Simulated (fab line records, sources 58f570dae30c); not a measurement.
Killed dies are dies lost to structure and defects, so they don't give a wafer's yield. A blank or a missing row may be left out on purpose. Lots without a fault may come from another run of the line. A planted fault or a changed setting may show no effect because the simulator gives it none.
Which tool did it? | flow berkeley_cmos170 | 14 lots, 42 wafers sampled, at 1 step of a route of 331

WHAT THE GAUGES READ, wafer by wafer
UCB170_START_THK_MEAS_03.
lot  | measured    | on            | START_OXIDE_THK (nm)
L236 | day 1 15:04 | film_metro-04 | 20.5 20.0 20.2
L237 | day 1 19:11 | film_metro-01 | 20.1 20.5 20.3
L238 | day 2 01:01 | film_metro-04 | 19.8 20.0 20.5
L239 | day 2 04:23 | film_metro-01 | 20.0 20.0 20.2
L240 | day 2 10:11 | film_metro-01 | 19.7 20.0 20.3
L241 | day 2 15:12 | film_metro-02 | 20.0 20.0 19.9
L242 | day 2 20:38 | film_metro-01 | 20.2 19.9 19.8
L243 | day 3 02:29 | film_metro-02 | 20.2 20.0 20.1
L247 | day 3 21:58 | film_metro-01 | 19.9 20.1 19.7
L248 | day 4 03:17 | film_metro-01 | 20.2 20.4 20.3
L250 | day 4 13:56 | film_metro-01 | 19.3 19.4 19.4
L253 | day 5 03:47 | film_metro-04 | 19.8 20.0 19.7
L256 | day 5 19:56 | film_metro-02 | 20.5 20.5 20.4
L257 | day 6 01:04 | film_metro-02 | 19.8 19.5 20.1

WHICH TOOL RAN EACH LOT (tool, then ch and the chambers of the sampled wafers, then the start)
The record holds no process step before these readings.

WHAT THE TOOLS THEMSELVES READ (means of the sampled wafers that have a number; where no wafer has one, the mark that the record gives instead)
The record holds no such reading with a usual standard deviation.

THE ANSWER, worked out from the rows above alone
Rule: what is usual is taken from the lots themselves. Put in order of their means at a reading, lots are off if they are a third of the lots or fewer, leave a main group of 4 or more, and stand apart from it by a gap of 3 or more times the standard deviation of the main group's means; of several such gaps the widest counts. A main group whose means are all the same, to the digits that the tables above print for the reading, isn't used. A lot without any number at a reading at which 4 lots or more have one is off too. The other lots that the step has rows for count as sound. The gauges are gone through in route order, then the tools' own readings, and for those a lot's mean is taken as printed above. The first step at which some lot is off is used, and at that step the reading that is off furthest; a lot without a number counts as furthest.
No lot is off at any reading shown: from this, nothing can be told.

WHAT THE SIMULATOR HAD PUT IN
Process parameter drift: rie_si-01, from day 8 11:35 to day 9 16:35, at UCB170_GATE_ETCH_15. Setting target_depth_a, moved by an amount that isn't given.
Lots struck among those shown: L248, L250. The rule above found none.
